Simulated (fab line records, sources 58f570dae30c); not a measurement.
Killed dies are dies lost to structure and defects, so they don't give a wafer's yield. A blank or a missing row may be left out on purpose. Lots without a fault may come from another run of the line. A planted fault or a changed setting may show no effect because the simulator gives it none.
fab line records | flow berkeley_cmos170
record lots=5 wafers=23
route steps=331 shown ZERO@7 NWELL@15 PWELL@36 ACTIVE@68 NVT@112
start_h: hours from the record's first day to the start of the lot's first wafer shown | wait_h: hours since the lot's step before | " the same as in the row above | L1.1+2: a row that stands for several wafers | - no value, or no start given | * or withheld: withheld | < > ~ a bound
route shown NAME@n: a module of which the file shows steps, and the number in the route of the first | usual: mean/standard deviation of fault-free wafers | same: alike in all rows | chamber/n: place in a boat | sites: the reading at each site | _std_site: their standard deviation | _edge_site: outer sites' mean less inner sites' | radius_mm: how far each site lies from the wafer's centre | mask NAME#n: copy n | behind: the tool/chamber that last shaped the wafer | hold: why the lot was held/for how many hours/how that ended | device: the transistor (n, p or np) that didn't switch | end of line: the same wafers' tests at the end of the route | a step without rows: its recipe alone | killed: dies lost to structure and defects at the first sort, not the wafer's yield | map: a wafer's dies, x killed, . not, _ none there
set.NAME: the setting as run; set.NAME@STEP: as run at that earlier step | model.NAME: the simulator's own value behind a step, which no gauge read
lots whose settings were changed on purpose; a table a step, a row a wafer
## steps
# step UCB170_ZERO_COAT_01
# recipe resist=KrF spin_rpm=1500 resist_thk_nm=900
# columns lot.wafer tool chamber start_h wait_h set.spin_rpm model.KrF_of_ZERO_COAT_01.thk_nm
L074.1+5 litho_track-01 0 21.94 0.1 1432 921.4
L074.3 " 0 " " 1500 901.6
L074.4 " 0 " " 1432 921.9
L074.6 " 0 " " 1500 903.8
L075.1 litho_track-02 0 21.94 0.1 1587 872.5
L075.3 " 0 " " 1587 872.1
L075.4 " 0 " " 1500 897.9
L075.5 " 0 " " 1500 896.4
L075.6 " 0 " " 1500 896
L076.2 litho_track-02 0 30.88 0.1 1500 896
L076.5 " 0 " " 1500 898.9
L076.6 " 0 " " 1500 898
L079.1 litho_track-02 0 48.07 0.1 1560 880.9
L079.2 " 0 " " 1500 895.1
L079.3 " 0 " " 1500 892.7
L079.5 " 0 " " 1560 876.9
L079.6 " 0 " " 1560 879.7
L080.1 litho_track-02 0 54.10 0.1 1403 929.5
L080.2 " 0 " " 1500 898.8
L080.3 " 0 " " 1403 931.2
L080.5 " 0 " " 1403 926.5
L080.6 " 0 " " 1500 897.7
# step UCB170_ZERO_SOFTBAKE_02
# recipe resist=KrF temp_c=130 time_s=60
# step UCB170_ZERO_EXPOSE_03
# recipe mask_id=PM_MARKS na=0.5 sigma_outer=0.6 source_shape=conventional target_cd_nm=4000 dose_mj=30
# step UCB170_ZERO_DEVELOP_05
# recipe developer=TMAH develop_time_s=44.04 resist=KrF dev_temp_c=21
# step UCB170_ZERO_ETCH_06
# recipe chemistry=CHF3/CF4/Ar target=SiO2 time_s=12 pressure_mtorr=100 rf_w=500 CHF3_flow_sccm=50 cf4_flow_sccm=10 Ar_flow_sccm=120 over_etch_frac=1.58
# step UCB170_ZERO_STRIP_07
# recipe chemistry=O2 power_w=400 pressure_mtorr=3500 platen_temp_c=withheld o2_flow_sccm=400 overash_fraction=0.5
# usual strip_time_to_endpoint_s=21.42/0.051
# columns lot.wafer tool chamber start_h wait_h set.spin_rpm@ZERO_COAT_01 strip_time_to_endpoint_s
L074.1 plasma_asher-02 1 22.78 0.0 1432 21.99
L074.3 " 1 " " 1500 21.50
L074.4 " 0 " " 1432 21.99
L074.5 " 0 " " 1432 21.98
L074.6 " 1 " " 1500 21.57
L075.1 plasma_asher-04 1 23.51 0.0 1587 20.83
L075.3 " 0 " " 1587 20.82
L075.4 " 1 " " 1500 21.43
L075.5 " 0 " " 1500 21.39
L075.6 " 1 " " 1500 21.38
L076.2 plasma_asher-02 0 32.15 0.0 1500 21.37
L076.5 " 0 " " 1500 21.43
L076.6 " 1 " " 1500 21.42
L079.1 plasma_asher-01 0 48.78 0.0 1560 21.03
L079.2 " 1 " " 1500 21.37
L079.3 " 0 " " 1500 21.31
L079.5 " 0 " " 1560 20.93
L079.6 " 1 " " 1560 20.99
L080.1 plasma_asher-01 1 55.11 0.0 1403 22.16
L080.2 " 0 " " 1500 21.45
L080.3 " 1 " " 1403 22.22
L080.5 " 0 " " 1403 22.10
L080.6 " 1 " " 1500 21.44
# step UCB170_NWELL_OXIDATION_01
# recipe temp_c=1000 ambient=O2 target_thk_a=264 ox_time_s=1260
# columns lot.wafer tool chamber start_h wait_h set.ox_time_s model.SiO2_of_NWELL_OXIDATION_01.thk_nm
L074.1 - - - 4.0 1357 27.26
L074.3 " - " " 1357 27.08
L074.4 " - " " 1357 26.8
L074.5 " - " " 1357 27.64
L074.6 " - " " 1357 26.84
L075.1 - - - 3.2 1182 25.48
L075.3 " - " " 1182 25.25
L075.4 " - " " 1182 25.35
L075.5 " - " " 1182 25.09
L075.6 " - " " 1182 25.46
L076.2 furnace-04 0 38.36 6.0 1260 26.59
L076.5 " 0 " " 1260 26.34
L076.6 " 0 " " 1260 26.69
L079.1+6 - - - 3.6 1194 25.27
L079.2 " - " " 1194 25.48
L079.3 " - " " 1194 25.42
L079.5 " - " " 1194 25.28
L080.1 - - - 3.9 1147 24.64
L080.2 " - " " 1147 24.31
L080.3 " - " " 1147 24.43
L080.5 " - " " 1147 24.47
L080.6 " - " " 1147 24.72
# step UCB170_NWELL_THK_MEAS_02
# recipe reads=SiO2_of_NWELL_OXIDATION_01
# usual NWELL_OXIDE_THK=26.2/0.33
# columns lot.wafer tool chamber start_h wait_h set.ox_time_s@NWELL_OXIDATION_01 NWELL_OXIDE_THK[nm]
L074.1 film_metro-04 - - - 1357 27.2
L074.3 " - " " 1357 27.1
L074.4 " - " " 1357 26.9
L074.5 " - " " 1357 27.6
L074.6 " - " " 1357 26.8
L075.1 film_metro-03 - - - 1182 25.5
L075.3 " - " " 1182 25.3
L075.4 " - " " 1182 25.4
L075.5 " - " " 1182 25.1
L075.6 " - " " 1182 25.5
L076.2 film_metro-01 - 39.72 0.0 1260 26.6
L076.5 " - " " 1260 26.3
L076.6 " - " " 1260 26.7
L079.1 film_metro-01 - - - 1194 25.3
L079.2 " - " " 1194 25.4
L079.3 " - " " 1194 25.4
L079.5 " - " " 1194 25.3
L079.6 " - " " 1194 25.2
L080.1 film_metro-01 - - - 1147 24.6
L080.2 " - " " 1147 24.4
L080.3 " - " " 1147 24.4
L080.5 " - " " 1147 24.5
L080.6 " - " " 1147 24.7
# step UCB170_NWELL_ETCH_13
# recipe chemistry=CH3F/Ar/O2 target=Si3N4 stop_on=SiO2 CH3F_flow_sccm=20 Ar_flow_sccm=50 O2_flow_sccm=7 pressure_mtorr=50 rf_w=450 target_depth_a=2464 over_etch_frac=0.1 time_s=154
# columns lot.wafer tool chamber start_h wait_h set.time_s model.KrF_of_NWELL_COAT_07.thk_nm
L074.1 rie_diel-02 2 39.91 0.0 172.3 701.1
L074.3 " 3 " " 172.3 700.9
L074.4 " 0 " " 172.3 698
L074.5 " 3 " " 154 721.3
L074.6 " 2 " " 154 719.3
L075.1 rie_diel-03 0 40.03 0.0 154 721.1
L075.3 " 1 " " 145.4 729.3
L075.4 " 2 " " 145.4 725.4
L075.5 " 3 " " 154 716.3
L075.6 " 0 " " 154 718
L076.2 rie_diel-04 3 49.84 0.0 154 722.9
L076.5 " 0 " " 154 725.2
L076.6 " 1 " " 154 721.2
L079.1 rie_diel-03 3 61.14 0.0 154 715.9
L079.2 " 1 " " 133.5 743
L079.3 " 2 " " 154 718
L079.5 " 3 " " 133.5 740.7
L079.6 " 2 " " 133.5 738.7
L080.1 rie_diel-04 1 72.42 0.0 154 718.6
L080.2 " 0 " " 154 719.9
L080.3 " 2 " " 154 719.4
L080.5 " 0 " " 154 720.3
L080.6 " 1 " " 154 720.2
# step UCB170_NWELL_IMPLANT_14
# recipe species=P dose_cm2=9.764e+12 energy_kev=150 tilt_deg=7
# step UCB170_NWELL_STRIP_15
# recipe chemistry=O2 power_w=400 pressure_mtorr=3500 platen_temp_c=withheld o2_flow_sccm=400 overash_fraction=0.5
# usual strip_time_to_endpoint_s=17.96/0.061
# columns lot.wafer tool chamber start_h wait_h set.time_s@NWELL_ETCH_13 strip_time_to_endpoint_s
L074.1 plasma_asher-01 1 40.17 0.1 172.3 17.52
L074.3 " 1 " " 172.3 17.52
L074.4 " 0 " " 172.3 17.44
L074.5 " 1 " " 154 18.00
L074.6 " 0 " " 154 17.95
L075.1 plasma_asher-03 0 40.28 0.1 154 18.02
L075.3 " 0 " " 145.4 18.19
L075.4 " 1 " " 145.4 18.10
L075.5 " 1 " " 154 17.89
L075.6 " 0 " " 154 17.92
L076.2 plasma_asher-03 0 50.10 0.1 154 18.04
L076.5 " 1 " " 154 18.09
L076.6 " 0 " " 154 18.01
L079.1 plasma_asher-03 0 61.39 0.1 154 17.88
L079.2 " 1 " " 133.5 18.53
L079.3 " 0 " " 154 17.94
L079.5 " 1 " " 133.5 18.48
L079.6 " 0 " " 133.5 18.42
L080.1 plasma_asher-04 0 72.67 0.1 154 17.95
L080.2 " 1 " " 154 17.98
L080.3 " 0 " " 154 17.96
L080.5 " 0 " " 154 17.99
L080.6 " 1 " " 154 17.99
# step UCB170_PWELL_OXIDATION_02
# recipe temp_c=1000 ambient=O2 target_thk_a=264 ox_time_s=1260
# columns lot.wafer tool chamber start_h wait_h set.temp_c model.SiO2_of_PWELL_OXIDATION_02.thk_nm
L074.1 - - - 3.9 1025 32.32
L074.3 " - " " 1025 32.38
L074.4 " - " " 1025 32.92
L074.5 " - " " 1025 32.07
L074.6 " - " " 1025 32.39
L075.1 - - - 3.9 1018 30.92
L075.3 " - " " 1018 30.71
L075.4 " - " " 1018 31.13
L075.5 " - " " 1018 30.66
L075.6 " - " " 1018 30.86
L076.2 furnace-04 0 59.40 4.3 1000 25.87
L076.5 " 0 " " 1000 26.33
L076.6 " 0 " " 1000 26.23
L079.1 - - - 0.4 1000 26.81
L079.2 " - " " 1000 26.64
L079.3 " - " " 1000 27
L079.5 " - " " 1000 26.73
L079.6 " - " " 1000 26.39
L080.1 - - - 4.4 1026 32.86
L080.2 " - " " 1026 33.01
L080.3 " - " " 1026 33.44
L080.5 " - " " 1026 33.19
L080.6 " - " " 1026 33.14
# step UCB170_PWELL_THK_MEAS_03
# recipe reads=SiO2_of_PWELL_OXIDATION_02
# usual PWELL_OXIDE_THK=26.2/0.42
# columns lot.wafer tool chamber start_h wait_h set.temp_c@PWELL_OXIDATION_02 PWELL_OXIDE_THK[nm]
L074.1 film_metro-02 - - - 1025 32.3
L074.3 " - " " 1025 32.4
L074.4 " - " " 1025 32.9
L074.5 " - " " 1025 32.0
L074.6 " - " " 1025 32.3
L075.1 film_metro-01 - - - 1018 30.9
L075.3 " - " " 1018 30.7
L075.4 " - " " 1018 31.1
L075.5 " - " " 1018 30.6
L075.6 " - " " 1018 30.9
L076.2 film_metro-02 - 60.76 0.0 1000 25.8
L076.5 " - " " 1000 26.3
L076.6 " - " " 1000 26.2
L079.1 film_metro-01 - - - 1000 26.9
L079.2 " - " " 1000 26.7
L079.3 " - " " 1000 27.0
L079.5 " - " " 1000 26.7
L079.6 " - " " 1000 26.4
L080.1 film_metro-02 - - - 1026 32.8
L080.2 " - " " 1026 33.0
L080.3 " - " " 1026 33.4
L080.5 " - " " 1026 33.2
L080.6 " - " " 1026 33.1
# step UCB170_PWELL_ANNEAL_04
# recipe temp_c=1000 time_s=900 ambient=N2
# columns lot.wafer tool chamber start_h wait_h set.temp_c
L074.1+3+4+5+6 - - - 3.4 979.4
L075.1+3+4+5+6 - - - 3.4 1021
L076.2+5+6 furnace-01 0 64.94 4.2 1000
L079.1+2+3+5+6 - - - 3.5 973
L080.1+2+3+5+6 - - - 4.2 1029
# step UCB170_PWELL_CVD_05
# recipe material=Si3N4 target_thk_nm=220 temp_c=800 precursor=SiH2Cl2/NH3 time_s=3300 pressure_mtorr=200 sih2cl2_flow_sccm=25 nh3_flow_sccm=75
# step UCB170_PWELL_DEVELOP_12
# recipe developer=TMAH develop_time_s=45 resist=KrF dev_temp_c=21
# step UCB170_PWELL_ETCH_14
# recipe chemistry=CH3F/Ar/O2 target=Si3N4 stop_on=SiO2 CH3F_flow_sccm=20 Ar_flow_sccm=50 O2_flow_sccm=7 pressure_mtorr=50 rf_w=450 target_depth_a=2420 over_etch_frac=0.1 time_s=151
# columns lot.wafer tool chamber start_h wait_h set.temp_c@PWELL_OXIDATION_02 model.SiO2_of_PWELL_OXIDATION_02.thk_nm
L075.1 rie_diel-04 3 59.77 0.0 1018 27.08
L075.3 " 1 " " 1018 26.77
L075.4 " 2 " " 1018 27.42
L075.5 " 1 " " 1018 26.73
L075.6 " 2 " " 1018 27.15
L074.1+6 rie_diel-01 1,3 60.01 0.0 1025 28.58
L074.3 " 0 " " 1025 28.76
L074.4 " 2 " " 1025 28.97
L074.5 " 0 " " 1025 28.4
L076.2 rie_diel-04 3 69.66 0.0 1000 22.02
L076.5 " 2 " " 1000 22.63
L076.6 " 1 " " 1000 22.29
L079.1 rie_diel-02 1 77.46 0.0 1000 23.14
L079.2 " 3 " " 1000 23.02
L079.3 " 0 " " 1000 23.37
L079.5 " 1 " " 1000 23.05
L079.6 " 0 " " 1000 22.75
L080.1 rie_diel-01 0 92.27 0.0 1026 29.25
L080.2 " 1 " " 1026 29.27
L080.3 " 2 " " 1026 29.48
L080.5 " 1 " " 1026 29.45
L080.6 " 0 " " 1026 29.51
# step UCB170_PWELL_IMPLANT_15
# recipe species=B dose_cm2=5e+12 energy_kev=60 tilt_deg=7
# columns lot.wafer tool chamber start_h wait_h set.dose_cm2
L075.1+3+4+5+6 implanter-02 0 59.87 0.1 5e+12
L074.1+3+4+5+6 implanter-04 0 60.11 0.1 5e+12
L076.2+5+6 implanter-04 0 69.78 0.1 5e+12
L079.1+3+5 implanter-03 0 77.56 0.1 5e+12
L079.2+6 " 0 " " 4.896e+12
L080.1+5+6 implanter-03 0 92.37 0.1 5e+12
L080.2+3 " 0 " " 4.627e+12
# step UCB170_PWELL_STRIP_16
# recipe chemistry=O2 power_w=400 pressure_mtorr=3500 platen_temp_c=withheld o2_flow_sccm=400 overash_fraction=0.5
# step UCB170_PWELL_TW_MEAS_17
# usual PWELL_TW=378/4
# columns lot.wafer tool chamber start_h wait_h set.dose_cm2@PWELL_IMPLANT_15 PWELL_TW
L075.1 film_metro-01 - 60.12 0.1 5e+12 379
L075.3 " - " " 5e+12 380
L075.4 " - " " 5e+12 381
L075.5 " - " " 5e+12 379
L075.6 " - " " 5e+12 379
L074.1 film_metro-01 - 60.36 0.1 5e+12 380
L074.3 " - " " 5e+12 379
L074.4 " - " " 5e+12 377
L074.5 " - " " 5e+12 381
L074.6 " - " " 5e+12 379
L076.2 film_metro-01 - 70.02 0.1 5e+12 378
L076.5 " - " " 5e+12 380
L076.6 " - " " 5e+12 379
L079.1 film_metro-02 - 77.81 0.1 5e+12 380
L079.2 " - " " 4.896e+12 378
L079.3 " - " " 5e+12 380
L079.5 " - " " 5e+12 380
L079.6 " - " " 4.896e+12 378
L080.1 film_metro-01 - 92.62 0.1 5e+12 381
L080.2 " - " " 4.627e+12 373
L080.3 " - " " 4.627e+12 373
L080.5 " - " " 5e+12 381
L080.6 " - " " 5e+12 380
# step UCB170_ACTIVE_COAT_08
# recipe resist=KrF spin_rpm=1500 resist_thk_nm=900
# columns lot.wafer tool chamber start_h wait_h set.spin_rpm model.KrF_of_ACTIVE_COAT_08.thk_nm
L074.1 litho_track-01 0 92.50 0.1 1500 901.6
L074.3 " 0 " " 1500 899.9
L074.4 " 0 " " 1500 901.5
L074.5 " 0 " " 1500 902.1
L074.6 " 0 " " 1500 901.1
L075.1+5 litho_track-02 0 92.64 0.1 1609 868.6
L075.3 " 0 " " 1500 898
L075.4 " 0 " " 1500 897.8
L075.6 " 0 " " 1500 901.9
L076.2 litho_track-01 0 98.36 0.1 1500 901.5
L076.5 " 0 " " 1500 902.2
L076.6 " 0 " " 1500 900
L079.1 litho_track-01 0 111.86 0.1 1500 902.3
L079.2 " 0 " " 1500 904.2
L079.3 " 0 " " 1447 918.7
L079.5 " 0 " " 1447 922.1
L079.6 " 0 " " 1500 904.6
L080.1 litho_track-01 0 129.30 0.1 1500 896
L080.2 " 0 " " 1500 895.4
L080.3 " 0 " " 1400 927.1
L080.5 " 0 " " 1500 896.6
L080.6 " 0 " " 1400 929.3
# step UCB170_ACTIVE_SOFTBAKE_09
# recipe resist=KrF temp_c=130 time_s=60
# step UCB170_ACTIVE_EXPOSE_10
# recipe mask_id=ACTIVE target_cd_nm=1200 na=0.5 sigma_outer=0.6 source_shape=conventional dose_mj=20.2
# step UCB170_ACTIVE_ETCH_15
# recipe chemistry=CH3F/Ar/O2 target=Si3N4 stop_on=SiO2 CH3F_flow_sccm=20 Ar_flow_sccm=50 O2_flow_sccm=7 pressure_mtorr=50 rf_w=450 target_depth_a=2420 over_etch_frac=0.1 time_s=151
# columns lot.wafer tool chamber start_h wait_h set.spin_rpm@ACTIVE_COAT_08 model.KrF_of_ACTIVE_COAT_08.thk_nm
L074.1 rie_diel-01 0 93.47 0.0 1500 725.7
L074.3 " 2 " " 1500 723.6
L074.4 " 2 " " 1500 724.5
L074.5 " 0 " " 1500 726.8
L074.6 " 1 " " 1500 722.9
L075.1 rie_diel-03 2 93.82 0.0 1609 690.3
L075.3 " 1 " " 1500 720.6
L075.4 " 0 " " 1500 720
L075.5 " 3 " " 1609 690.9
L075.6 " 2 " " 1500 723.4
L076.2 rie_diel-04 1 99.18 0.0 1500 728.6
L076.5 " 2 " " 1500 726.1
L076.6 " 3 " " 1500 723.6
L079.1 rie_diel-03 2 113.05 0.0 1500 726.9
L079.2 " 0 " " 1500 727.5
L079.3 " 1 " " 1447 742.1
L079.5 " 1 " " 1447 746.8
L079.6 " 0 " " 1500 727.2
L080.1 rie_diel-01 1 130.43 0.0 1500 718.2
L080.2 " 2 " " 1500 720
L080.3 " 0 " " 1400 753.1
L080.5 " 0 " " 1500 721.4
L080.6 " 2 " " 1400 754
# step UCB170_ACTIVE_STRIP_16
# recipe chemistry=O2 power_w=400 pressure_mtorr=3500 platen_temp_c=withheld o2_flow_sccm=400 overash_fraction=0.5
# usual strip_time_to_endpoint_s=18.04/0.069
# columns lot.wafer tool chamber start_h wait_h set.spin_rpm@ACTIVE_COAT_08 strip_time_to_endpoint_s
L074.1 plasma_asher-02 1 93.57 0.1 1500 18.12
L074.3 " 0 " " 1500 18.07
L074.4 " 1 " " 1500 18.09
L074.5 " 1 " " 1500 18.12
L074.6 " 0 " " 1500 18.06
L075.1 plasma_asher-02 0 93.92 0.1 1609 17.24
L075.3 " 1 " " 1500 17.98
L075.4 " 0 " " 1500 17.96
L075.5 " 1 " " 1609 17.28
L075.6 " 0 " " 1500 18.08
L076.2 plasma_asher-03 0 99.28 0.1 1500 18.16
L076.5 " 0 " " 1500 18.12
L076.6 " 1 " " 1500 18.06
L079.1 plasma_asher-01 1 113.15 0.1 1500 18.13
L079.2 " 0 " " 1500 18.16
L079.3 " 0 " " 1447 18.50
L079.5 " 1 " " 1447 18.61
L079.6 " 0 " " 1500 18.16
L080.1 plasma_asher-01 0 130.53 0.1 1500 17.93
L080.2 " 1 " " 1500 17.99
L080.3 " 0 " " 1400 18.77
L080.5 " 1 " " 1500 18.01
L080.6 " 0 " " 1400 18.81
# step UCB170_NVT_STRIP_08
# recipe chemistry=O2 power_w=400 pressure_mtorr=3500 platen_temp_c=withheld o2_flow_sccm=400 overash_fraction=0.5
# usual oes_product_au=0.735/0.0041
# columns lot.wafer tool chamber start_h wait_h set.overash_fraction oes_product_au
L075.1 plasma_asher-04 1 135.14 0.1 0.5 0.738
L075.3 " 1 " " 0.624 0.688
L075.4 " 0 " " 0.624 0.694
L075.5 " 0 " " 0.624 0.697
L075.6 " 1 " " 0.5 0.746
L074.1 plasma_asher-03 0 135.45 0.1 0.5 0.731
L074.3 " 1 " " 0.5 0.737
L074.4 " 0 " " 0.5 0.739
L074.5 " 0 " " 0.5 0.740
L074.6 " 1 " " 0.5 0.735
L076.2 plasma_asher-04 0 139.77 0.1 0.5 0.738
L076.5 " 0 " " 0.5 0.735
L076.6 " 1 " " 0.5 0.728
L079.1 plasma_asher-01 0 155.87 0.1 0.5 0.737
L079.2 " 1 " " 0.5 0.733
L079.3 " 1 " " 0.6489 0.697
L079.5 " 0 " " 0.5 0.728
L079.6 " 1 " " 0.6489 0.684
L080.1 plasma_asher-04 0 167.89 0.1 0.5 0.737
L080.2 " 1 " " 0.6047 0.699
L080.3 " 1 " " 0.6047 0.697
L080.5 " 0 " " 0.5 0.738
L080.6 " 1 " " 0.5 0.733
## key
split step=UCB170_ZERO_COAT_01 setting=spin_rpm stated=1500 by=wafer
response step=UCB170_ZERO_COAT_01 reading=model.KrF_of_ZERO_COAT_01.thk_nm change=-4.33 per=1% r=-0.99
response step=UCB170_ZERO_STRIP_07 reading=strip_time_to_endpoint_s change=* per=1% r=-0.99
split step=UCB170_NWELL_OXIDATION_01 setting=ox_time_s stated=1260 by=lot
response step=UCB170_NWELL_OXIDATION_01 reading=model.SiO2_of_NWELL_OXIDATION_01.thk_nm change=+0.151 per=1% r=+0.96
response step=UCB170_NWELL_THK_MEAS_02 reading=NWELL_OXIDE_THK change=+0.151 per=1% r=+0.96
split step=UCB170_NWELL_ETCH_13 setting=time_s stated=154 by=wafer
response step=UCB170_NWELL_ETCH_13 reading=model.KrF_of_NWELL_COAT_07.thk_nm change=-1.74 per=1% r=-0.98
response step=UCB170_NWELL_STRIP_15 reading=strip_time_to_endpoint_s change=* per=1% r=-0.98
split step=UCB170_PWELL_OXIDATION_02 setting=temp_c stated=1000 by=lot
response step=UCB170_PWELL_OXIDATION_02 reading=model.SiO2_of_PWELL_OXIDATION_02.thk_nm change=+2.46 per=1% r=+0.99
response step=UCB170_PWELL_THK_MEAS_03 reading=PWELL_OXIDE_THK change=+2.46 per=1% r=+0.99
response step=UCB170_PWELL_ETCH_14 reading=model.SiO2_of_PWELL_OXIDATION_02.thk_nm change=+2.44 per=1% r=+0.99
split step=UCB170_PWELL_ANNEAL_04 setting=temp_c stated=1000 by=lot
response none clear
split step=UCB170_PWELL_IMPLANT_15 setting=dose_cm2 stated=5e+12 by=wafer
response step=UCB170_PWELL_TW_MEAS_17 reading=PWELL_TW change=+1.02 per=1% r=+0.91
split step=UCB170_ACTIVE_COAT_08 setting=spin_rpm stated=1500 by=wafer
response step=UCB170_ACTIVE_COAT_08 reading=model.KrF_of_ACTIVE_COAT_08.thk_nm change=-4.52 per=1% r=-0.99
response step=UCB170_ACTIVE_ETCH_15 reading=model.KrF_of_ACTIVE_COAT_08.thk_nm change=-4.64 per=1% r=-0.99
response step=UCB170_ACTIVE_STRIP_16 reading=strip_time_to_endpoint_s change=* per=1% r=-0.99
split step=UCB170_NVT_STRIP_08 setting=overash_fraction stated=0.5 by=wafer
response step=UCB170_NVT_STRIP_08 reading=oes_product_au change=-0.00167 per=1% r=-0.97
